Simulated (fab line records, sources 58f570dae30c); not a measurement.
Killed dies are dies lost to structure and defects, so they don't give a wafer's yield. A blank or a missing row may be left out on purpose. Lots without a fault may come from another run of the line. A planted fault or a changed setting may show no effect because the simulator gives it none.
Split-lot experiment | flow berkeley_cmos170 | 5 lots, 23 wafers read, on a route of 331 steps

THE SPLIT
At UCB170_CONTACT_COAT_10 (resist thk 900 nm), the setting resist_thk_nm was moved away from the recipe's 900 nm on 7 of the 23 wafers read, by -5.8% to -1.9%. The other wafers ran this setting at the recipe's value.

FROM THE SPLIT TO THE READING: what the file shows between them, 3 steps
- UCB170_CONTACT_SOFTBAKE_11: time 60 s
- UCB170_CONTACT_EXPOSE_12: exposes mask CONT, target cd 700 nm
- UCB170_CONTACT_ETCH_17: etches BARC in N2/H2

THE READING
KrF_of_CONTACT_COAT_10.thk_nm (the simulator's own value, which no gauge read), in nm, at UCB170_CONTACT_ETCH_18 (etches PSG in CHF3/CF4/Ar, stops on TiSi2, target depth 840 nm, time 195 s). The file gives no usual value for it. The 16 wafers here that ran the recipe average 693.1 nm, standard deviation 3.7 nm.

wafer  | tool, chamber at the split | resist_thk_nm as run, nm | against the recipe | KrF_of_CONTACT_COAT_10.thk_nm, nm | against lot-mates on the recipe
L075.1 | litho_track-02, 0          | 900                      | recipe             | 696.8                             | -
L075.2 | litho_track-02, 0          | 857.5                    | -4.7%              | 655.3                             | -39.0
L075.3 | litho_track-02, 0          | 900                      | recipe             | 692.4                             | -
L075.4 | litho_track-02, 0          | 857.5                    | -4.7%              | 655.9                             | -38.4
L075.5 | litho_track-02, 0          | 900                      | recipe             | 693.6                             | -
L077.1 | litho_track-03, 0          | 900                      | recipe             | 697.2                             | -
L077.2 | litho_track-03, 0          | 900                      | recipe             | 695                               | -
L077.4 | litho_track-03, 0          | 900                      | recipe             | 686.9                             | -
L077.5 | litho_track-03, 0          | 900                      | recipe             | 692.3                             | -
L077.6 | litho_track-03, 0          | 900                      | recipe             | 693.6                             | -
L085.2 | litho_track-04, 0          | 900                      | recipe             | 686                               | -
L085.3 | litho_track-04, 0          | 883.2                    | -1.9%              | 677.6                             | -15.8
L085.4 | litho_track-04, 0          | 900                      | recipe             | 699.2                             | -
L085.5 | litho_track-04, 0          | 900                      | recipe             | 694.9                             | -
L085.6 | litho_track-04, 0          | 883.2                    | -1.9%              | 670.2                             | -23.2
L084.2 | litho_track-03, 0          | 900                      | recipe             | 687.9                             | -
L084.3 | litho_track-03, 0          | 900                      | recipe             | 696.2                             | -
L084.6 | litho_track-03, 0          | 900                      | recipe             | 691.2                             | -
L083.1 | litho_track-02, 0          | 900                      | recipe             | 696.2                             | -
L083.2 | litho_track-02, 0          | 848.1                    | -5.8%              | 633.5                             | -59.9
L083.3 | litho_track-02, 0          | 900                      | recipe             | 690.6                             | -
L083.5 | litho_track-02, 0          | 848.1                    | -5.8%              | 634.6                             | -58.8
L083.6 | litho_track-02, 0          | 848.1                    | -5.8%              | 636                               | -57.4

THE FIT
A straight line over all 23 wafers: KrF_of_CONTACT_COAT_10.thk_nm changes by +9.5 nm for each +1% of resist_thk_nm; r = +0.98; the points scatter about the line by 4.4 nm.
The same after taking each lot's own level away (the mean of its wafers on the recipe; 23 wafers): +9.61 nm for each +1%; r = +0.98; scatter 4.2 nm.
On that fit, the largest move of resist_thk_nm shifts the reading by 55 nm.
The lots' own levels span 691.77 to 694.27 nm, that is 0.7 times the standard deviation above.
So the lot-to-lot level changes the slope little: the two slopes agree.
Check: with one of the wafers moved furthest among these (-5.8%) left out of the fit, the line predicts -54.1 nm for it against its lot-mates. It came out at -59.9 nm against them.

OTHER SPLITS ON THESE WAFERS
These wafers also went through other splits before the reading. Each is held against what the fit with the lots' levels taken away leaves over:
other split on the same wafers    | wafers away from the commonest value | r with KrF_of_CONTACT_COAT_10.thk_nm (lot level and that fit taken away)
UCB170_PSD_PEB_04 peb_temp_c      | 10                                   | +0.07
UCB170_BACKSIDE_STRIP_03 power_w  | 7                                    | +0.19
UCB170_SILICIDE_SPUTTER_01 time_s | 7                                    | -0.23

THE WHOLE CHAIN: every reading that the file lists as answering this split, in the file's order
step                   | what it does                                                               | reading                                                                        | change (the file's fit)              | r (the file's)
UCB170_CONTACT_COAT_10 | resist thk 900 nm                                                          | KrF_of_CONTACT_COAT_10.thk_nm (the simulator's own value, which no gauge read) | +9.14 nm for each +1% of the setting | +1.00
UCB170_CONTACT_ETCH_18 | etches PSG in CHF3/CF4/Ar, stops on TiSi2, target depth 840 nm, time 195 s | KrF_of_CONTACT_COAT_10.thk_nm (the simulator's own value, which no gauge read) | +9.45 nm for each +1% of the setting | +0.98

THE FILE'S OWN FIT
KrF_of_CONTACT_COAT_10.thk_nm changes by +9.45 nm for each +1% of resist_thk_nm, r = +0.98.
